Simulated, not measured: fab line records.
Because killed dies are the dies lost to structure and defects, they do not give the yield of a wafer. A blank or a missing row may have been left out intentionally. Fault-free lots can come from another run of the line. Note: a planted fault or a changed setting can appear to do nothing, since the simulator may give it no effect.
Check for tools in common || flow rit_cmos || 14 lots and 48 wafers in the sample

== REASON IT WAS OPENED ==
RIT_NSD_TW_MEAS_10, reading NSD_TW: flagged on 2 of 14 lots. No-fault wafers: 3129, standard deviation 32.
Rule: a lot is flagged in two cases, either no wafer of it has a number, or all its wafers with numbers fall more than 4 standard deviations from that mean. The rest of the lots are taken to be sound.

{"lot": "L562", "measured": "day 3 04:38", "on": "film_metro-04", "NSD_TW, wafer by wafer": "3194 3173 3163", "flag": ""}
{"lot": "L563", "measured": "day 3 07:42", "on": "film_metro-04", "NSD_TW, wafer by wafer": "3181 3173 3171", "flag": ""}
{"lot": "L564", "measured": "day 3 11:40", "on": "film_metro-04", "NSD_TW, wafer by wafer": "3173 3171 3165", "flag": ""}
{"lot": "L567", "measured": "day 4 02:44", "on": "film_metro-01", "NSD_TW, wafer by wafer": "30 30 30 30 30 30", "flag": "FLAGGED"}
{"lot": "L568", "measured": "day 4 08:07", "on": "film_metro-01", "NSD_TW, wafer by wafer": "30 30 30 30 30 30", "flag": "FLAGGED"}
{"lot": "L570", "measured": "day 4 17:00", "on": "film_metro-04", "NSD_TW, wafer by wafer": "3154 3167 3159", "flag": ""}
{"lot": "L574", "measured": "day 5 12:56", "on": "film_metro-01", "NSD_TW, wafer by wafer": "3088 3085 3097", "flag": ""}
{"lot": "L577", "measured": "day 6 05:07", "on": "film_metro-02", "NSD_TW, wafer by wafer": "3153 3145 3135", "flag": ""}
{"lot": "L578", "measured": "day 6 09:08", "on": "film_metro-01", "NSD_TW, wafer by wafer": "3089 3097 3101", "flag": ""}
{"lot": "L579", "measured": "day 6 13:15", "on": "film_metro-01", "NSD_TW, wafer by wafer": "3108 3097 3092", "flag": ""}
{"lot": "L581", "measured": "day 6 22:59", "on": "film_metro-01", "NSD_TW, wafer by wafer": "3102 3088 3083", "flag": ""}
{"lot": "L582", "measured": "day 7 04:01", "on": "film_metro-04", "NSD_TW, wafer by wafer": "3178 3179 3168", "flag": ""}
{"lot": "L583", "measured": "day 7 09:07", "on": "film_metro-01", "NSD_TW, wafer by wafer": "3093 3085 3074", "flag": ""}
{"lot": "L585", "measured": "day 7 18:58", "on": "film_metro-02", "NSD_TW, wafer by wafer": "3144 3147 3125", "flag": ""}
On average the flagged lots' numbers are 30, which is -3099 against the usual, or -97 standard deviations.

== WHICH TOOL RAN EACH LOT ==
3 process steps preceding the reading are held in the record, out of 202 steps in the route. Cell contents, in order: the tool; ch with the chambers the sampled wafers went through; the start.
{"lot": "L562", "flag": "", "RIT_NRETRO_STRIP_09": "plasma_asher-02 ch 0,1, day 2 11:29", "RIT_GATE_STRIP_20": "plasma_asher-04 ch 0,1, day 2 18:27", "RIT_NSD_IMPLANT_08": "implanter-01 ch 0, day 3 04:20"}
{"lot": "L563", "flag": "", "RIT_NRETRO_STRIP_09": "plasma_asher-04 ch 1, day 2 13:00", "RIT_GATE_STRIP_20": "plasma_asher-04 ch 0,1, day 2 20:12", "RIT_NSD_IMPLANT_08": "implanter-04 ch 0, day 3 07:23"}
{"lot": "L564", "flag": "", "RIT_NRETRO_STRIP_09": "plasma_asher-01 ch 0,1, day 2 16:30", "RIT_GATE_STRIP_20": "plasma_asher-01 ch 0,1, day 3 01:14", "RIT_NSD_IMPLANT_08": "implanter-03 ch 0, day 3 11:20"}
{"lot": "L567", "flag": "FLAGGED", "RIT_NRETRO_STRIP_09": "plasma_asher-02 ch 0,1, day 3 07:28", "RIT_GATE_STRIP_20": "plasma_asher-04 ch 0,1, day 3 15:24", "RIT_NSD_IMPLANT_08": "implanter-04, day 4 02:25"}
{"lot": "L568", "flag": "FLAGGED", "RIT_NRETRO_STRIP_09": "plasma_asher-02 ch 0,1, day 3 13:30", "RIT_GATE_STRIP_20": "plasma_asher-04 ch 0,1, day 3 20:47", "RIT_NSD_IMPLANT_08": "implanter-01, day 4 07:48"}
{"lot": "L570", "flag": "", "RIT_NRETRO_STRIP_09": "plasma_asher-04 ch 0,1, day 3 23:21", "RIT_GATE_STRIP_20": "plasma_asher-04 ch 0,1, day 4 06:22", "RIT_NSD_IMPLANT_08": "implanter-01 ch 0, day 4 16:42"}
{"lot": "L574", "flag": "", "RIT_NRETRO_STRIP_09": "plasma_asher-02 ch 0,1, day 4 19:10", "RIT_GATE_STRIP_20": "plasma_asher-03 ch 0,1, day 5 02:28", "RIT_NSD_IMPLANT_08": "implanter-01 ch 0, day 5 12:37"}
{"lot": "L577", "flag": "", "RIT_NRETRO_STRIP_09": "plasma_asher-04 ch 0,1, day 5 10:42", "RIT_GATE_STRIP_20": "plasma_asher-03 ch 0,1, day 5 17:27", "RIT_NSD_IMPLANT_08": "implanter-04 ch 0, day 6 04:47"}
{"lot": "L578", "flag": "", "RIT_NRETRO_STRIP_09": "plasma_asher-01 ch 0,1, day 5 14:17", "RIT_GATE_STRIP_20": "plasma_asher-03 ch 0,1, day 5 22:56", "RIT_NSD_IMPLANT_08": "implanter-03 ch 0, day 6 08:50"}
{"lot": "L579", "flag": "", "RIT_NRETRO_STRIP_09": "plasma_asher-01 ch 0,1, day 5 18:16", "RIT_GATE_STRIP_20": "plasma_asher-01 ch 0,1, day 6 02:16", "RIT_NSD_IMPLANT_08": "implanter-03 ch 0, day 6 12:55"}
{"lot": "L581", "flag": "", "RIT_NRETRO_STRIP_09": "plasma_asher-01 ch 0, day 6 05:33", "RIT_GATE_STRIP_20": "plasma_asher-01 ch 0,1, day 6 12:17", "RIT_NSD_IMPLANT_08": "implanter-01 ch 0, day 6 22:41"}
{"lot": "L582", "flag": "", "RIT_NRETRO_STRIP_09": "plasma_asher-04 ch 0,1, day 6 10:19", "RIT_GATE_STRIP_20": "plasma_asher-03 ch 0,1, day 6 17:02", "RIT_NSD_IMPLANT_08": "implanter-01 ch 0, day 7 03:42"}
{"lot": "L583", "flag": "", "RIT_NRETRO_STRIP_09": "plasma_asher-01 ch 0,1, day 6 15:28", "RIT_GATE_STRIP_20": "plasma_asher-03 ch 0,1, day 6 23:06", "RIT_NSD_IMPLANT_08": "implanter-04 ch 0, day 7 08:47"}
{"lot": "L585", "flag": "", "RIT_NRETRO_STRIP_09": "plasma_asher-01 ch 0,1, day 7 00:16", "RIT_GATE_STRIP_20": "plasma_asher-04 ch 0,1, day 7 08:51", "RIT_NSD_IMPLANT_08": "implanter-04 ch 0, day 7 18:38"}
These steps, and what they do:
- RIT_NRETRO_STRIP_09: strips in O2, time 180 s.
- RIT_GATE_STRIP_20: strips in O2, time 180 s.
- RIT_NSD_IMPLANT_08
- RIT_NSD_TW_MEAS_10

== FLAGGED AGAINST TOTAL, ONE TOOL AT A TIME (gauges that did the reading follow at the end) ==
{"step": "RIT_NRETRO_STRIP_09", "tool": "plasma_asher-01", "lots run": 6, "flagged": 0, "share of the flagged lots": "none", "sound lots run after its first flagged lot": "-"}
{"step": "RIT_NRETRO_STRIP_09", "tool": "plasma_asher-02", "lots run": 4, "flagged": 2, "share of the flagged lots": "all", "sound lots run after its first flagged lot": "1 (L574)"}
{"step": "RIT_NRETRO_STRIP_09", "tool": "plasma_asher-04", "lots run": 4, "flagged": 0, "share of the flagged lots": "none", "sound lots run after its first flagged lot": "-"}
{"step": "RIT_GATE_STRIP_20", "tool": "plasma_asher-01", "lots run": 3, "flagged": 0, "share of the flagged lots": "none", "sound lots run after its first flagged lot": "-"}
{"step": "RIT_GATE_STRIP_20", "tool": "plasma_asher-03", "lots run": 5, "flagged": 0, "share of the flagged lots": "none", "sound lots run after its first flagged lot": "-"}
{"step": "RIT_GATE_STRIP_20", "tool": "plasma_asher-04", "lots run": 6, "flagged": 2, "share of the flagged lots": "all", "sound lots run after its first flagged lot": "2 (L570,L585)"}
{"step": "RIT_NSD_IMPLANT_08", "tool": "implanter-01", "lots run": 6, "flagged": 1, "share of the flagged lots": "some", "sound lots run after its first flagged lot": "4 (L570,L574,L581,L582)"}
{"step": "RIT_NSD_IMPLANT_08", "tool": "implanter-03", "lots run": 3, "flagged": 0, "share of the flagged lots": "none", "sound lots run after its first flagged lot": "-"}
{"step": "RIT_NSD_IMPLANT_08", "tool": "implanter-04", "lots run": 5, "flagged": 1, "share of the flagged lots": "some", "sound lots run after its first flagged lot": "3 (L577,L583,L585)"}
{"step": "RIT_NSD_TW_MEAS_10", "tool": "film_metro-01", "lots run": 7, "flagged": 2, "share of the flagged lots": "all", "sound lots run after its first flagged lot": "5 (L574,L578,L579,L581,L583)"}
{"step": "RIT_NSD_TW_MEAS_10", "tool": "film_metro-02", "lots run": 2, "flagged": 0, "share of the flagged lots": "none", "sound lots run after its first flagged lot": "-"}
{"step": "RIT_NSD_TW_MEAS_10", "tool": "film_metro-04", "lots run": 5, "flagged": 0, "share of the flagged lots": "none", "sound lots run after its first flagged lot": "-"}

== WHAT THE TABLE ALLOWS ==
Every flagged lot was run by 3 rows of the table: plasma_asher-02 at RIT_NRETRO_STRIP_09, plasma_asher-04 at RIT_GATE_STRIP_20 and film_metro-01 at RIT_NSD_TW_MEAS_10.
- plasma_asher-02 at RIT_NRETRO_STRIP_09 ran 4 lots, 2 of them flagged. Sound lots ran on it after the first flagged one (L574), which a lasting fault on the whole tool wouldn't allow.
- plasma_asher-04 at RIT_GATE_STRIP_20 ran 6 lots, 2 of them flagged. Sound lots ran on it after the first flagged one (L570, L585), which a lasting fault on the whole tool wouldn't allow.
- film_metro-01 at RIT_NSD_TW_MEAS_10 ran 7 lots, 2 of them flagged. Sound lots ran on it after the first flagged one (L574, L578, L579, L581, L583), which a lasting fault on the whole tool wouldn't allow.
No row of the table ran every flagged lot and no sound lot after the first.

== WHAT THE SIMULATOR HAD INSERTED ==
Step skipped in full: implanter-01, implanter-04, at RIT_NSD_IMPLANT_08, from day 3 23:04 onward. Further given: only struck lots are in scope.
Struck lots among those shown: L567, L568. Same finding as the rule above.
